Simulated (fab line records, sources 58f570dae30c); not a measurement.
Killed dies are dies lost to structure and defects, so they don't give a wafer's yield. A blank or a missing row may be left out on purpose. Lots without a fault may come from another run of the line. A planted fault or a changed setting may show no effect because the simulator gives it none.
Which tool did it? | flow berkeley_cmos170 | 14 lots, 42 wafers sampled, at 3 steps of a route of 331

WHAT THE GAUGES READ, wafer by wafer
UCB170_M1_RS_MEAS_01: measures by four-point-probe.
lot  | measured     | on            | M1_AL_RS (ohm/sq)
L241 | day 8 04:46  | film_metro-03 | 0.0482 0.0478 0.0474
L240 | day 8 05:45  | film_metro-04 | 0.0492 0.0491 0.0493
L243 | day 8 20:44  | film_metro-01 | 0.0486 0.0491 0.0488
L244 | day 8 22:47  | film_metro-04 | 0.0479 0.0480 0.0480
L245 | day 8 22:47  | film_metro-03 | 0.0483 0.0478 0.0479
L247 | day 9 18:26  | film_metro-03 | 0.0482 0.0487 0.0483
L248 | day 9 20:23  | film_metro-03 | 0.0498 0.0496 0.0501
L253 | day 10 18:01 | film_metro-04 | 0.0480 0.0488 0.0484
L254 | day 11 05:39 | film_metro-04 | 0.0493 0.0492 0.0489
L256 | day 11 20:36 | film_metro-03 | 0.0480 0.0484 0.0479
L258 | day 12 02:40 | film_metro-04 | 0.0478 0.0476 0.0482
L257 | day 12 03:10 | film_metro-04 | 0.0563 0.0567 0.0559
L261 | day 12 21:28 | film_metro-03 | 0.0558 0.0555 0.0552
L263 | day 13 08:43 | film_metro-04 | 0.0485 0.0492 0.0488

UCB170_M1_THK_MEAS_02: measures by xrf.
lot  | measured     | on            | M1_AL_THK (nm)
L241 | day 8 04:52  | film_metro-03 | 588 590 594
L240 | day 8 05:52  | film_metro-04 | 581 579 579
L243 | day 8 20:52  | film_metro-01 | 589 581 586
L244 | day 8 22:53  | film_metro-04 | 594 596 601
L245 | day 8 22:53  | film_metro-03 | 584 591 590
L247 | day 9 18:33  | film_metro-03 | 583 578 582
L248 | day 9 20:30  | film_metro-03 | 569 571 562
L253 | day 10 18:06 | film_metro-04 | 593 583 587
L254 | day 11 05:46 | film_metro-04 | 578 581 586
L256 | day 11 20:42 | film_metro-03 | 592 586 591
L258 | day 12 02:46 | film_metro-04 | 596 598 592
L257 | day 12 03:16 | film_metro-04 | 506 506 512
L261 | day 12 21:35 | film_metro-03 | 509 513 514
L263 | day 13 08:49 | film_metro-04 | 588 581 586

WHICH TOOL RAN EACH LOT (tool, then ch and the chambers of the sampled wafers, then the start)
lot  | UCB170_M1_SPUTTER_00
L241 | pvd_sputter-02, day 8 04:41
L240 | pvd_sputter-03, day 8 05:41
L243 | pvd_sputter-04, day 8 20:41
L244 | pvd_sputter-04, day 8 22:41
L245 | pvd_sputter-02, day 8 22:41
L247 | pvd_sputter-04, day 9 18:22
L248 | pvd_sputter-03, day 9 20:19
L253 | pvd_sputter-02, day 10 17:53
L254 | pvd_sputter-03, day 11 05:35
L256 | pvd_sputter-04, day 11 20:30
L258 | pvd_sputter-04, day 12 02:34
L257 | pvd_sputter-02, day 12 03:05
L261 | pvd_sputter-02, day 12 21:23
L263 | pvd_sputter-03, day 13 08:35
- UCB170_M1_SPUTTER_00: material Al, target thk 600 nm, time 80 s.

WHAT THE TOOLS THEMSELVES READ (means of the sampled wafers that have a number; where no wafer has one, the mark that the record gives instead)
UCB170_M1_SPUTTER_00.
lot  | tool           | throttle_valve_pct (%)
L241 | pvd_sputter-02 | 30.4
L240 | pvd_sputter-03 | 29.3
L243 | pvd_sputter-04 | 30.4
L244 | pvd_sputter-04 | 30.1
L245 | pvd_sputter-02 | 29.9
L247 | pvd_sputter-04 | 29.4
L248 | pvd_sputter-03 | 29.8
L253 | pvd_sputter-02 | 30.6
L254 | pvd_sputter-03 | 29.5
L256 | pvd_sputter-04 | 29.5
L258 | pvd_sputter-04 | 30.3
L257 | pvd_sputter-02 | 31.5
L261 | pvd_sputter-02 | 30.9
L263 | pvd_sputter-03 | 29.3

THE ANSWER, worked out from the rows above alone
Rule: what is usual is taken from the lots themselves. Put in order of their means at a reading, lots are off if they are a third of the lots or fewer, leave a main group of 4 or more, and stand apart from it by a gap of 3 or more times the standard deviation of the main group's means; of several such gaps the widest counts. A main group whose means are all the same, to the digits that the tables above print for the reading, isn't used. A lot without any number at a reading at which 4 lots or more have one is off too. The other lots that the step has rows for count as sound. The gauges are gone through in route order, then the tools' own readings, and for those a lot's mean is taken as printed above. The first step at which some lot is off is used, and at that step the reading that is off furthest; a lot without a number counts as furthest.
Off: L257, L261, at UCB170_M1_RS_MEAS_01 (M1_AL_RS). The main group: mean 0.0485 ohm/sq, standard deviation 0.00061.
A tool fits if, at a process step before that reading, it ran every lot that is off, and no sound lot after the first of them. The gauges at UCB170_M1_RS_MEAS_01 are tried like those tools. One fits: pvd_sputter-02 at UCB170_M1_SPUTTER_00. Its last sound lot is L253 (day 10 17:53), its first lot that is off L257 (day 12 03:05): a fault that began between those two fits.

WHAT THE SIMULATOR HAD PUT IN
Process parameter drift: pvd_sputter-02, from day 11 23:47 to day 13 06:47, at UCB170_M1_SPUTTER_00. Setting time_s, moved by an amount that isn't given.
Lots struck among those shown: L257, L261. The rule above found the same.
